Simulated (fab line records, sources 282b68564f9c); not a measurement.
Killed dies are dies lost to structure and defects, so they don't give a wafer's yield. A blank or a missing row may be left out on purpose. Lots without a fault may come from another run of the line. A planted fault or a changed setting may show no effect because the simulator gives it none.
Split-lot experiment | flow rit_cmos | 5 lots, 23 wafers read, on a route of 202 steps

THE SPLIT
At RIT_NWELL_IMPLANT_08, the setting dose_cm2 was moved away from the recipe's 5e+13 on 12 of the 23 wafers read, by -6.3% to +7.4%. The other wafers ran this setting at the recipe's value.

FROM THE SPLIT TO THE READING: what the file shows between them, 5 steps
- RIT_NWELL_STRIP_09: strips in O2, time 180 s
- RIT_NWELL_TW_MEAS_10
- RIT_PWELL_IMPLANT_08 (also split here: energy_kev)
- RIT_PWELL_STRIP_09: strips in O2, time 180 s
- RIT_WELLDRIVE_ANNEAL_00: time 14700 s

THE READING
NWELL_RS, in ohm/sq, at RIT_WELLDRIVE_RS_MEAS_01 (measures by four-point-probe). Fault-free wafers of this fab line usually give 275.6 ohm/sq, standard deviation 0.73 ohm/sq.

wafer  | tool, chamber at the split | dose_cm2 as run | against the recipe | NWELL_RS, ohm/sq | against lot-mates on the recipe
L074.1 | implanter-01, 0            | 4.686e+13       | -6.3%              | 287.4            | +11.3
L074.2 | implanter-01, 0            | 5e+13           | recipe             | 275.6            | -
L074.3 | implanter-01, 0            | 4.686e+13       | -6.3%              | 288.0            | +11.9
L074.5 | implanter-01, 0            | 5e+13           | recipe             | 276.5            | -
L074.6 | implanter-01, 0            | 4.686e+13       | -6.3%              | 287.1            | +11.1
L076.1 | implanter-03, 0            | 5.368e+13       | +7.4%              | 263.8            | -11.1
L076.2 | implanter-03, 0            | 5e+13           | recipe             | 274.9            | -
L076.3 | implanter-03, 0            | 5.368e+13       | +7.4%              | 263.7            | -11.2
L076.4 | implanter-03, 0            | 5e+13           | recipe             | 274.9            | -
L076.6 | implanter-03, 0            | 5.368e+13       | +7.4%              | 264.1            | -10.8
L080.1 | implanter-03, 0            | 4.808e+13       | -3.8%              | 281.8            | +6.8
L080.2 | implanter-03, 0            | 4.808e+13       | -3.8%              | 281.6            | +6.6
L080.3 | implanter-03, 0            | 5e+13           | recipe             | 275.0            | -
L080.5 | implanter-03, 0            | 5e+13           | recipe             | 275.0            | -
L080.6 | implanter-03, 0            | 4.808e+13       | -3.8%              | 281.3            | +6.3
L084.1 | implanter-01, 0            | 5e+13           | recipe             | 276.0            | -
L084.3 | implanter-01, 0            | 5.124e+13       | +2.5%              | 272.3            | -3.9
L084.4 | implanter-01, 0            | 5e+13           | recipe             | 276.4            | -
L084.5 | implanter-01, 0            | 5.124e+13       | +2.5%              | 272.6            | -3.6
L084.6 | implanter-01, 0            | 5.124e+13       | +2.5%              | 271.9            | -4.3
L085.2 | implanter-03, 0            | 5e+13           | recipe             | 275.6            | -
L085.4 | implanter-03, 0            | 5e+13           | recipe             | 276.3            | -
L085.6 | implanter-03, 0            | 5e+13           | recipe             | 275.3            | -

THE FIT
A straight line over all 23 wafers: NWELL_RS changes by -1.68 ohm/sq for each +1% of dose_cm2; r = -0.99; the points scatter about the line by 0.76 ohm/sq.
The same after taking each lot's own level away (the mean of its wafers on the recipe; 23 wafers): -1.64 ohm/sq for each +1%; r = -1.00; scatter 0.57 ohm/sq.
On that fit, the largest move of dose_cm2 shifts the reading by 12 ohm/sq.
The lots' own levels span 274.90 to 276.20 ohm/sq, that is 1.8 times the standard deviation above.
So the lot-to-lot level changes the slope little: the two slopes agree.
Check: with one of the wafers moved furthest among these (+7.4%) left out of the fit, the line predicts -11.9 ohm/sq for it against its lot-mates. It came out at -11.1 ohm/sq against them.

OTHER SPLITS ON THESE WAFERS
These wafers also went through other splits before the reading. Each is held against what the fit with the lots' levels taken away leaves over:
other split on the same wafers  | wafers away from the commonest value | r with NWELL_RS (lot level and that fit taken away)
RIT_NWELL_COAT_01 resist_thk_nm | 8                                    | +0.10
RIT_PWELL_IMPLANT_08 energy_kev | 12                                   | -0.29

THE WHOLE CHAIN: every reading that the file lists as answering this split, in the file's order
step                     | what it does                 | reading  | change (the file's fit)           | r (the file's)
RIT_NWELL_TW_MEAS_10     |                              | NWELL_TW | +6.41 for each +1% of the setting | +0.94
RIT_WELLDRIVE_RS_MEAS_01 | measures by four-point-probe | NWELL_RS | -1.64 for each +1% of the setting | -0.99

THE FILE'S OWN FIT
NWELL_RS changes by -1.64 ohm/sq for each +1% of dose_cm2, r = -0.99.
